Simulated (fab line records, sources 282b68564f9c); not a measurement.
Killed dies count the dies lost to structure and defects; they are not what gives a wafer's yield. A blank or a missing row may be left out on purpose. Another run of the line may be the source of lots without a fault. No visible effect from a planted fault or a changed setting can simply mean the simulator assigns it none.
fab line records | flow ritCmos
record: lots: 14 | wafers: 42 | lastDay: 8
route steps=202 shown M1@196
lots that met no fault: from a run of the same line without faults
startH: the number of hours between the record's first day and the start of the first shown wafer of the lot | waitH: hours from the lot's prior step to this one | " identical to the entry in the row above | L1.1+2: a row that stands for several wafers | - value missing, or start not given | * or withheld: withheld | < > ~ a bound
route shown NAME@n: NAME is a module with steps in the file, n the number in the route of the first one | usual: mean and standard deviation over wafers with no fault | same: alike in all rows | chamber/n: place in a boat | sites: per-site readings | _std_site: how widely they spread, as a standard deviation | _edge_site: inner sites' mean taken away from outer sites' mean | radiusMm: for every site, how far away it sits from the centre of the wafer | mask NAME#n: copy n | behind: the last tool/chamber to shape the wafer | hold: cause of the lot's hold/its duration in hours/its outcome | device: names the non-switching transistor (n, p or np) | end of line: the same wafers' tests at the end of the route | a step without rows: its recipe alone | killed: the dies lost at the first sort to structure and to defects; this is not the yield of the wafer | map: per-die view of a wafer (x killed, . not killed, _ where there is no die)
set.NAME: the run value of the setting; set.NAME@STEP: its run value at that earlier step | model.NAME: the simulator's own value behind a step, which no gauge read
a sample of lots followed through the steps of the route, with each step as a table and each wafer as a row
services: when a tool's chamber went out of use (startH, in hours from the record's first day, below 0 if earlier), for how many hours, and the reason
== steps ==
step: RIT_M1_METAL_ETCH_12
recipe: stopOn: SiO2 | chemistry: Cl2/BCl3 | target: Al | timeS: 165 | overEtchFrac: 0.5 | pressureMtorr: 100 | targetDepthA: 6000 | rfW: 250 | Cl2_flow_sccm: 60 | bcl3FlowSccm: 50
usual: drypumpMotorCurrentA: 5.71/0.26 | mfcCl2Sccm: 60.03/0.19 | oesProductAu: 0.781/0.011 | throttleValvePct: 8.26/0.13
lot.wafer | tool        | chamber | startH | waitH | drypumpMotorCurrentA | mfcCl2Sccm | oesProductAu | rfHoursCounterH | throttleValvePct
L242.2    | rieMetal-03 | 0       | 66.32  | 0.2   | 5.19                 | 59.92      | 0.763        | 0.6             | 8.43
L242.3    | "           | 0       | "      | "     | 5.18                 | 59.82      | 0.772        | -               | 8.44
L242.5    | "           | 1       | "      | "     | 5.83                 | 60.11      | 0.786        | -               | 8.33
L245.1    | rieMetal-03 | 1       | 80.40  | 0.2   | 5.82                 | 59.99      | 0.783        | 0.7             | 8.33
L245.4    | "           | 1       | "      | "     | 5.81                 | 60.29      | 0.786        | -               | 8.34
L245.5    | "           | 0       | "      | "     | 5.19                 | 59.89      | 0.767        | -               | 8.43
L246.1    | rieMetal-01 | 1       | 85.76  | 0.2   | 5.62                 | 60.21      | 0.786        | 4.3             | 8.11
L246.3    | "           | 0       | "      | "     | 5.85                 | 60.21      | 0.787        | -               | 8.26
L246.6    | "           | 1       | "      | "     | 5.60                 | 60.05      | 0.795        | -               | 8.11
L247.3    | rieMetal-02 | 1       | 92.40  | 0.2   | 6.03                 | 60.15      | 0.777        | -               | 8.08
L247.4    | "           | 0       | "      | "     | 5.38                 | 60.47      | 0.768        | -               | 8.41
L247.5    | "           | 0       | "      | "     | 5.38                 | 60.27      | 0.759        | -               | 8.38
L248.1    | rieMetal-03 | 1       | 95.53  | 0.2   | 5.82                 | 60.07      | 0.692        | 0.9             | 8.33
L248.2    | "           | 0       | "      | "     | 5.20                 | 60.16      | 0.671        | 0.9             | 8.45
L248.6    | "           | 0       | "      | "     | 5.17                 | 59.96      | 0.677        | -               | 8.45
L251.3    | rieMetal-03 | 0       | 110.99 | 0.2   | 5.20                 | 60.11      | 0.676        | -               | 8.46
L251.4    | "           | 1       | "      | "     | 5.82                 | 59.91      | 0.692        | -               | 8.37
L251.6    | "           | 1       | "      | "     | 5.82                 | 59.89      | 0.686        | -               | 8.35
L253.3    | rieMetal-02 | 0       | 120.38 | 0.2   | 5.37                 | 59.87      | 0.760        | -               | 8.41
L253.4    | "           | 1       | "      | "     | 6.04                 | 60.24      | 0.771        | -               | 8.07
L253.5    | "           | 0       | "      | "     | 5.38                 | 60.18      | 0.749        | -               | 8.39
L255.3    | rieMetal-01 | 1       | 137.77 | 0.2   | 5.60                 | 59.96      | 0.774        | -               | 8.14
L255.4    | "           | 0       | "      | "     | 5.88                 | 60.09      | 0.784        | -               | 8.25
L255.6    | "           | 0       | "      | "     | 5.88                 | 60.16      | 0.783        | -               | 8.26
L259.2    | rieMetal-02 | 0       | 164.11 | 0.2   | 5.37                 | 59.66      | 0.761        | 3.6             | 8.38
L259.3    | "           | 0       | "      | "     | 5.39                 | 59.92      | 0.769        | -               | 8.39
L259.6    | "           | 0       | "      | "     | 5.40                 | 59.73      | 0.756        | -               | 8.38
L260.4    | rieMetal-03 | 1       | 172.82 | 0.2   | 5.81                 | 60.20      | 0.797        | -               | 8.33
L260.5    | "           | 1       | "      | "     | 5.81                 | 60.10      | 0.792        | -               | 8.33
L260.6    | "           | 1       | "      | "     | 5.80                 | 59.95      | 0.791        | -               | 8.35
L262.3    | rieMetal-01 | 1       | 177.97 | 0.2   | 5.61                 | 59.96      | 0.784        | -               | 8.12
L262.4    | "           | 0       | "      | "     | 5.87                 | 60.30      | 0.789        | -               | 8.26
L262.6    | "           | 0       | "      | "     | 5.85                 | 59.89      | 0.784        | -               | 8.25
L261.1    | rieMetal-02 | 0       | 178.46 | 0.2   | 5.39                 | 59.90      | 0.772        | 3.8             | 8.39
L261.4    | "           | 1       | "      | "     | 6.04                 | 59.79      | 0.795        | -               | 8.08
L261.6    | "           | 1       | "      | "     | 6.04                 | 59.76      | 0.772        | -               | 8.06
L263.2    | rieMetal-03 | 1       | 186.78 | 0.2   | 5.85                 | 60.01      | 0.789        | -               | 8.33
L263.3    | "           | 1       | "      | "     | 5.79                 | 59.79      | 0.784        | -               | 8.34
L263.6    | "           | 1       | "      | "     | 5.81                 | 59.72      | 0.788        | -               | 8.33
L264.2    | rieMetal-01 | 0       | 192.84 | 0.2   | 5.85                 | 60.15      | 0.792        | 5.6             | 8.24
L264.3    | "           | 1       | "      | "     | 5.59                 | 60.00      | 0.790        | -               | 8.10
L264.5    | "           | 0       | "      | "     | 5.86                 | 59.76      | 0.803        | -               | 8.27
step: RIT_M1_CD_MEAS_90
recipe: targetCdNm: 2600
usual: cdNm: 2599.3/2.2
lot.wafer | tool     | chamber | startH | waitH | cdNm
L242.2    | cdSem-01 | -       | 66.85  | 0.1   | 2599.4
L242.3    | "        | -       | "      | "     | 2597.9
L242.5    | "        | -       | "      | "     | 2598.8
L245.1    | cdSem-01 | -       | 80.91  | 0.1   | 2599.7
L245.4    | "        | -       | "      | "     | 2599.4
L245.5    | "        | -       | "      | "     | 2600.1
L246.1    | cdSem-01 | -       | 86.27  | 0.1   | 2599.6
L246.3    | "        | -       | "      | "     | 2599.9
L246.6    | "        | -       | "      | "     | 2600.2
L247.3    | cdSem-01 | -       | 92.90  | 0.1   | 2598.4
L247.4    | "        | -       | "      | "     | 2597.3
L247.5    | "        | -       | "      | "     | 2598.8
L248.1    | cdSem-01 | -       | 96.06  | 0.1   | 2585.5
L248.2    | "        | -       | "      | "     | 2590.7
L248.6    | "        | -       | "      | "     | 2590.8
L251.3    | cdSem-01 | -       | 111.51 | 0.1   | 2593.9
L251.4    | "        | -       | "      | "     | 2595.4
L251.6    | "        | -       | "      | "     | 2592.1
L253.3    | cdSem-01 | -       | 121.00 | 0.2   | 2598.7
L253.4    | "        | -       | "      | "     | 2598.9
L253.5    | "        | -       | "      | "     | 2598.1
L255.3    | cdSem-01 | -       | 138.27 | 0.1   | 2598.1
L255.4    | "        | -       | "      | "     | 2596.6
L255.6    | "        | -       | "      | "     | 2598.0
L259.2    | cdSem-01 | -       | 164.66 | 0.1   | 2597.6
L259.3    | "        | -       | "      | "     | 2596.4
L259.6    | "        | -       | "      | "     | 2594.9
L260.4    | cdSem-01 | -       | 173.41 | 0.1   | 2600.2
L260.5    | "        | -       | "      | "     | 2599.2
L260.6    | "        | -       | "      | "     | 2600.2
L262.3    | cdSem-01 | -       | 178.47 | 0.1   | 2597.8
L262.4    | "        | -       | "      | "     | 2596.7
L262.6    | "        | -       | "      | "     | 2597.5
L261.1    | cdSem-02 | -       | 178.97 | 0.1   | 2603.4
L261.4    | "        | -       | "      | "     | 2599.0
L261.6    | "        | -       | "      | "     | 2598.1
L263.2    | cdSem-02 | -       | 187.44 | 0.1   | 2598.9
L263.3    | "        | -       | "      | "     | 2597.3
L263.6    | "        | -       | "      | "     | 2597.6
L264.2    | cdSem-02 | -       | 193.37 | 0.1   | 2595.6
L264.3    | "        | -       | "      | "     | 2597.2
L264.5    | "        | -       | "      | "     | 2597.2
step: RIT_M1_PROBE_99
usual: defectLimitedYield: 97.5/1 | killedAtContacts: 0.0/0.22 | killedAtFrontEnd: 6.6/2.7 | killedDies: 6.7/2.7 | killedOpen: 3.4/2 | killedShort: 3.2/1.8 | sort_bin_3_pad_short: 0.1/0.23 | sort_bin_5_function: 1.4/0.68 | sort_bin_6_memory: 1.0/0.62 | sortNPass: 257.3/2.7 | sortYieldPct: 97.5/1
same: grossDies: 264 | killed_at_M0_to_M3: 0 | killed_at_M4_up: 0 | killedAtBackSide: 0 | killedAtOther: 0
lot.wafer | tool      | chamber | startH | waitH | defectLimitedYield[%] | killedAtContacts | killedAtFrontEnd | killedDies | killedOpen | killedShort | sort_bin_3_pad_short[%] | sort_bin_5_function[%] | sort_bin_6_memory[%] | sortNPass | sortYieldPct[%]
L242.2    | prober-01 | -       | 69.79  | 0.1   | 98.1                  | 0                | 5                | 5          | 1          | 4           | 0.4                     | 1.5                    | 0                    | 259.0     | 98.1
L242.3    | prober-01 | -       | 69.84  | 0.2   | 97.7                  | 0                | 6                | 6          | 4          | 2           | 0.4                     | 0.8                    | 1.1                  | 258.0     | 97.7
L242.5    | prober-01 | -       | 69.94  | 0.2   | 95.5                  | 0                | 12               | 12         | 9          | 3           | 0                       | 1.9                    | 2.7                  | 252.0     | 95.5
L245.1    | prober-02 | -       | 82.65  | 0.1   | 95.5                  | 0                | 12               | 12         | 5          | 7           | 0.8                     | 1.5                    | 2.3                  | 252.0     | 95.5
L245.4    | prober-02 | -       | 82.80  | 0.2   | 98.5                  | 0                | 4                | 4          | 4          | 0           | 0                       | 0.8                    | 0.8                  | 260.0     | 98.5
L245.5    | prober-02 | -       | 82.85  | 0.2   | 97.7                  | 0                | 6                | 6          | 3          | 3           | 0.8                     | 1.1                    | 0.4                  | 258.0     | 97.7
L246.1    | prober-01 | -       | 88.01  | 0.1   | 97.3                  | 0                | 7                | 7          | 2          | 5           | 0                       | 1.9                    | 0.8                  | 257.0     | 97.3
L246.3    | prober-01 | -       | 88.11  | 0.2   | 98.9                  | 0                | 3                | 3          | 1          | 2           | 0.4                     | 0.4                    | 0.4                  | 261.0     | 98.9
L246.6    | prober-01 | -       | 88.26  | 0.2   | 98.5                  | 0                | 4                | 4          | 3          | 1           | 0                       | 0.4                    | 1.1                  | 260.0     | 98.5
L247.3    | prober-02 | -       | 94.70  | 0.2   | 97.0                  | 0                | 8                | 8          | 4          | 4           | 0                       | 1.1                    | 1.9                  | 256.0     | 97.0
L247.4    | prober-02 | -       | 94.75  | 0.2   | 98.5                  | 0                | 4                | 4          | 4          | 0           | 0                       | 0.8                    | 0.8                  | 260.0     | 98.5
L247.5    | prober-02 | -       | 94.80  | 0.2   | 97.3                  | 0                | 7                | 7          | 3          | 4           | 0                       | 2.7                    | 0                    | 257.0     | 97.3
L248.1    | prober-01 | -       | 97.80  | 0.1   | 96.2                  | 0                | 10               | 10         | 7          | 3           | 0.4                     | 2.7                    | 0.8                  | 254.0     | 96.2
L248.2    | prober-01 | -       | 97.85  | 0.1   | 97.0                  | 0                | 8                | 8          | 3          | 5           | 0.4                     | 0.8                    | 1.9                  | 256.0     | 97.0
L248.6    | prober-01 | -       | 98.05  | 0.2   | 97.3                  | 0                | 7                | 7          | 2          | 5           | 0                       | 1.5                    | 1.1                  | 257.0     | 97.3
L251.3    | prober-02 | -       | 113.31 | 0.2   | 95.1                  | 0                | 13               | 13         | 8          | 5           | 0.4                     | 3.0                    | 1.5                  | 251.0     | 95.1
L251.4    | prober-02 | -       | 113.36 | 0.2   | 98.5                  | 0                | 4                | 4          | 1          | 3           | 0                       | 0.8                    | 0.8                  | 260.0     | 98.5
L251.6    | prober-02 | -       | 113.46 | 0.2   | 97.7                  | 1                | 5                | 6          | 2          | 2           | 0.4                     | 1.9                    | 0                    | 258.0     | 97.7
L253.3    | prober-02 | -       | 122.80 | 0.2   | 98.1                  | 0                | 5                | 5          | 4          | 1           | 0                       | 1.1                    | 0.8                  | 259.0     | 98.1
L253.4    | prober-02 | -       | 122.85 | 0.2   | 98.9                  | 0                | 3                | 3          | 1          | 2           | 0.4                     | 0.8                    | 0                    | 261.0     | 98.9
L253.5    | prober-02 | -       | 122.90 | 0.2   | 99.2                  | 0                | 2                | 2          | 1          | 1           | 0                       | 0.8                    | 0                    | 262.0     | 99.2
L255.3    | prober-02 | -       | 140.07 | 0.2   | 98.1                  | 0                | 5                | 5          | 2          | 2           | 0.4                     | 0.4                    | 1.1                  | 259.0     | 98.1
L255.4    | prober-02 | -       | 140.12 | 0.2   | 97.0                  | 0                | 8                | 8          | 4          | 3           | 0.4                     | 1.1                    | 1.5                  | 256.0     | 97.0
L255.6    | prober-02 | -       | 140.22 | 0.2   | 98.5                  | 0                | 4                | 4          | 2          | 2           | 0.4                     | 0.4                    | 0.8                  | 260.0     | 98.5
L259.2    | prober-02 | -       | 166.43 | 0.1   | 97.3                  | 0                | 7                | 7          | 4          | 3           | 0                       | 1.1                    | 1.5                  | 257.0     | 97.3
L259.3    | prober-02 | -       | 166.48 | 0.2   | 95.8                  | 0                | 11               | 11         | 5          | 6           | 0                       | 1.5                    | 2.7                  | 253.0     | 95.8
L259.6    | prober-02 | -       | 166.63 | 0.2   | 96.6                  | 0                | 9                | 9          | 3          | 6           | 0.4                     | 1.5                    | 1.5                  | 255.0     | 96.6
L260.4    | prober-01 | -       | 175.24 | 0.2   | 99.2                  | 0                | 2                | 2          | 1          | 1           | 0                       | 0.4                    | 0.4                  | 262.0     | 99.2
L260.5    | prober-01 | -       | 175.29 | 0.2   | 98.1                  | 0                | 5                | 5          | 2          | 3           | 0                       | 1.1                    | 0.8                  | 259.0     | 98.1
L260.6    | prober-01 | -       | 175.34 | 0.2   | 96.2                  | 0                | 10               | 10         | 3          | 7           | 0                       | 1.9                    | 1.9                  | 254.0     | 96.2
L262.3    | prober-02 | -       | 180.27 | 0.2   | 96.6                  | 0                | 9                | 9          | 5          | 4           | 0                       | 1.9                    | 1.5                  | 255.0     | 96.6
L262.4    | prober-02 | -       | 180.32 | 0.2   | 96.2                  | 0                | 10               | 10         | 1          | 9           | 1.1                     | 2.3                    | 0.4                  | 254.0     | 96.2
L262.6    | prober-02 | -       | 180.42 | 0.2   | 97.3                  | 0                | 7                | 7          | 3          | 4           | 0                       | 1.5                    | 1.1                  | 257.0     | 97.3
L261.1    | prober-01 | -       | 181.67 | 0.1   | 98.9                  | 1                | 2                | 3          | 2          | 1           | 0                       | 0.8                    | 0.4                  | 261.0     | 98.9
L261.4    | prober-01 | -       | 181.82 | 0.2   | 93.9                  | 0                | 16               | 16         | 10         | 6           | 0.4                     | 3.4                    | 2.3                  | 248.0     | 93.9
L261.6    | prober-01 | -       | 181.92 | 0.2   | 97.3                  | 0                | 7                | 7          | 2          | 5           | 0.4                     | 1.5                    | 0.8                  | 257.0     | 97.3
L263.2    | prober-02 | -       | 189.21 | 0.1   | 97.0                  | 1                | 7                | 8          | 4          | 4           | 0                       | 1.5                    | 1.5                  | 256.0     | 97.0
L263.3    | prober-02 | -       | 189.26 | 0.2   | 96.2                  | 1                | 9                | 10         | 7          | 3           | 0.4                     | 2.7                    | 0.8                  | 254.0     | 96.2
L263.6    | prober-02 | -       | 189.41 | 0.2   | 98.5                  | 0                | 4                | 4          | 2          | 2           | 0                       | 1.1                    | 0.4                  | 260.0     | 98.5
L264.2    | prober-01 | -       | 195.14 | 0.1   | 96.6                  | 0                | 9                | 9          | 3          | 6           | 0.4                     | 1.5                    | 1.5                  | 255.0     | 96.6
L264.3    | prober-01 | -       | 195.19 | 0.2   | 97.0                  | 0                | 8                | 8          | 6          | 2           | 0                       | 1.9                    | 1.1                  | 256.0     | 97.0
L264.5    | prober-01 | -       | 195.29 | 0.2   | 97.3                  | 0                | 7                | 7          | 5          | 2           | 0                       | 2.7                    | 0                    | 257.0     | 97.3
killed by level:class
L242.2 GATE:geometricParticle:short=3 GATE:geometricParticle:open=1 REOX:geometricParticle:short=1
L242.3 GATE:geometricParticle:short=1 GATE:geometricParticle:open=1 REOX:geometricParticle:open=1 REOX:geometricParticle:short=1 SPACER:geometricParticle:open=1 SILICIDE:geometricParticle:open=1
L242.5 FOX1:geometricParticle:open=3 GATE:geometricParticle:open=3 GATE:geometricParticle:short=2 FOX1:geometricParticle:short=1 REOX:geometricParticle:open=1 SPACER:geometricParticle:open=1 SILICIDE:geometricParticle:open=1
L245.1 GATE:geometricParticle:open=3 REOX:geometricParticle:short=3 FOX1:geometricParticle:short=2 FOX2:geometricParticle:open=2 FOX2:geometricParticle:short=1 SPACER:geometricParticle:short=1
L245.4 GATE:geometricParticle:open=3 FOX1:geometricParticle:open=1
L245.5 FOX1:geometricParticle:short=2 SILICIDE:geometricParticle:open=2 FOX2:geometricParticle:short=1 GATE:geometricParticle:open=1
L246.1 GATE:geometricParticle:short=3 GATE:geometricParticle:open=2 FOX1:geometricParticle:short=1 SPACER:geometricParticle:short=1
L246.3 FOX1:geometricParticle:short=2 GATE:geometricParticle:open=1
L246.6 FOX2:geometricParticle:open=1 GATE:geometricParticle:open=1 GATE:geometricParticle:short=1 SILICIDE:geometricParticle:open=1
L247.3 GATE:geometricParticle:open=3 GATE:geometricParticle:short=2 FOX1:geometricParticle:short=1 FOX1:geometricParticle:open=1 SILICIDE:geometricParticle:short=1
L247.4 FOX1:geometricParticle:open=2 GATE:geometricParticle:open=1 REOX:geometricParticle:open=1
L247.5 GATE:geometricParticle:open=2 FOX2:geometricParticle:short=1 GATE:geometricParticle:short=1 REOX:geometricParticle:open=1 REOX:geometricParticle:short=1 SPACER:geometricParticle:short=1
L248.1 FOX1:geometricParticle:open=4 GATE:geometricParticle:open=3 GATE:geometricParticle:short=2 FOX1:geometricParticle:short=1
L248.2 GATE:geometricParticle:short=3 SILICIDE:geometricParticle:open=2 REOX:geometricParticle:open=1 REOX:geometricParticle:short=1 SILICIDE:geometricParticle:short=1
L248.6 GATE:geometricParticle:short=3 FOX1:geometricParticle:open=1 FOX1:geometricParticle:short=1 GATE:geometricParticle:open=1 REOX:geometricParticle:short=1
L251.3 FOX1:geometricParticle:open=4 GATE:geometricParticle:short=4 GATE:geometricParticle:open=3 SPACER:geometricParticle:open=1 SPACER:geometricParticle:short=1
L251.4 FOX1:geometricParticle:short=1 FOX1:geometricParticle:open=1 REOX:geometricParticle:short=1 SPACER:geometricParticle:short=1
L251.6 GATE:geometricParticle:short=2 NSD:coatMicrobubblePrinted=2 REOX:geometricParticle:open=1 CONTACT:geometricParticle:open=1
L253.3 FOX2:geometricParticle:open=2 GATE:geometricParticle:open=2 SPACER:geometricParticle:short=1
L253.4 GATE:geometricParticle:short=2 GATE:geometricParticle:open=1
L253.5 GATE:geometricParticle:short=1 SILICIDE:geometricParticle:open=1
L255.3 GATE:geometricParticle:open=2 GATE:geometricParticle:short=1 REOX:geometricParticle:short=1 PSD:coatMicrobubblePrinted=1
L255.4 GATE:geometricParticle:short=2 SPACER:geometricParticle:open=2 FOX2:geometricParticle:open=1 GATE:geometricParticle:open=1 REOX:geometricParticle:short=1 PSD:coatMicrobubblePrinted=1
L255.6 FOX1:geometricParticle:open=1 GATE:geometricParticle:short=1 SPACER:geometricParticle:short=1 SPACER:geometricParticle:open=1
L259.2 GATE:geometricParticle:open=2 GATE:geometricParticle:short=2 FOX1:geometricParticle:open=1 FOX2:geometricParticle:short=1 SILICIDE:geometricParticle:open=1
L259.3 GATE:geometricParticle:open=5 GATE:geometricParticle:short=4 FOX2:geometricParticle:short=1 REOX:geometricParticle:short=1
L259.6 FOX1:geometricParticle:short=2 REOX:geometricParticle:short=2 FOX2:geometricParticle:short=1 GATE:geometricParticle:short=1 GATE:geometricParticle:open=1 REOX:geometricParticle:open=1 SPACER:geometricParticle:open=1
L260.4 REOX:geometricParticle:open=1 SPACER:geometricParticle:short=1
L260.5 SPACER:geometricParticle:short=2 GATE:geometricParticle:short=1 REOX:geometricParticle:open=1 SPACER:geometricParticle:open=1
L260.6 GATE:geometricParticle:short=3 REOX:geometricParticle:short=3 GATE:geometricParticle:open=1 REOX:geometricParticle:open=1 SPACER:geometricParticle:short=1 SPACER:geometricParticle:open=1
L262.3 FOX1:geometricParticle:open=3 GATE:geometricParticle:short=2 FOX1:geometricParticle:short=1 GATE:geometricParticle:open=1 SPACER:geometricParticle:open=1 SILICIDE:geometricParticle:short=1
L262.4 GATE:geometricParticle:short=6 FOX1:geometricParticle:short=2 FOX1:geometricParticle:open=1 FOX2:geometricParticle:short=1
L262.6 GATE:geometricParticle:short=3 GATE:geometricParticle:open=2 FOX1:geometricParticle:open=1 SILICIDE:geometricParticle:short=1
L261.1 GATE:geometricParticle:short=1 SILICIDE:geometricParticle:open=1 CONTACT:geometricParticle:open=1
L261.4 FOX2:geometricParticle:open=3 REOX:geometricParticle:open=3 FOX1:geometricParticle:open=2 FOX2:geometricParticle:short=2 GATE:geometricParticle:short=2 SPACER:geometricParticle:open=2 SPACER:geometricParticle:short=2
L261.6 SPACER:geometricParticle:short=2 FOX2:geometricParticle:short=1 GATE:geometricParticle:open=1 GATE:geometricParticle:short=1 REOX:geometricParticle:open=1 SILICIDE:geometricParticle:short=1
L263.2 FOX1:geometricParticle:open=2 GATE:geometricParticle:short=2 SPACER:geometricParticle:short=2 GATE:geometricParticle:open=1 CONTACT:geometricParticle:open=1
L263.3 GATE:geometricParticle:open=4 GATE:geometricParticle:short=2 FOX1:geometricParticle:short=1 REOX:geometricParticle:open=1 SPACER:geometricParticle:open=1 CONTACT:geometricParticle:open=1
L263.6 FOX1:geometricParticle:open=1 GATE:geometricParticle:short=1 SPACER:geometricParticle:short=1 SPACER:geometricParticle:open=1
L264.2 REOX:geometricParticle:short=3 FOX1:geometricParticle:short=1 GATE:geometricParticle:open=1 REOX:geometricParticle:open=1 SPACER:geometricParticle:short=1 SILICIDE:geometricParticle:short=1 SILICIDE:geometricParticle:open=1
L264.3 GATE:geometricParticle:open=4 FOX1:geometricParticle:open=2 REOX:geometricParticle:short=1 SILICIDE:geometricParticle:short=1
L264.5 FOX1:geometricParticle:open=2 FOX2:geometricParticle:open=2 GATE:geometricParticle:short=1 SILICIDE:geometricParticle:short=1 SILICIDE:geometricParticle:open=1
== services ==
tool        | chamber | startH | hours | kind
rieMetal-01 | -       | 90.10  | 0.4   | repair
rieMetal-02 | -       | 125.88 | 1.9   | repair
rieMetal-01 | 1       | 153.16 | 5.3   | repair
rieMetal-01 | -       | 166.61 | 0.3   | repair
== key ==
firstSign: step: RIT_M1_METAL_ETCH_12 | reading: oesProductAu | direction: down | sigmas: 9.3 | usual: 0.781 | struck: 0.682
effect: step: RIT_M1_CD_MEAS_90 | reading: cdNm | direction: down | sigmas: 3.6 | usual: 2599.3 | struck: 2591.4
metAt RIT_M1_METAL_ETCH_12
struckLots L248,L251
onsetBetween 80.40 95.53
fault: kind: processParameterDrift | tool: rieMetal-03 | chamber: - | onsetH: 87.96 | steps: RIT_M1_METAL_ETCH_12 | channel: targetDepthA | offset: 1734.2 | shape: step | endH: 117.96 | stated: 6000
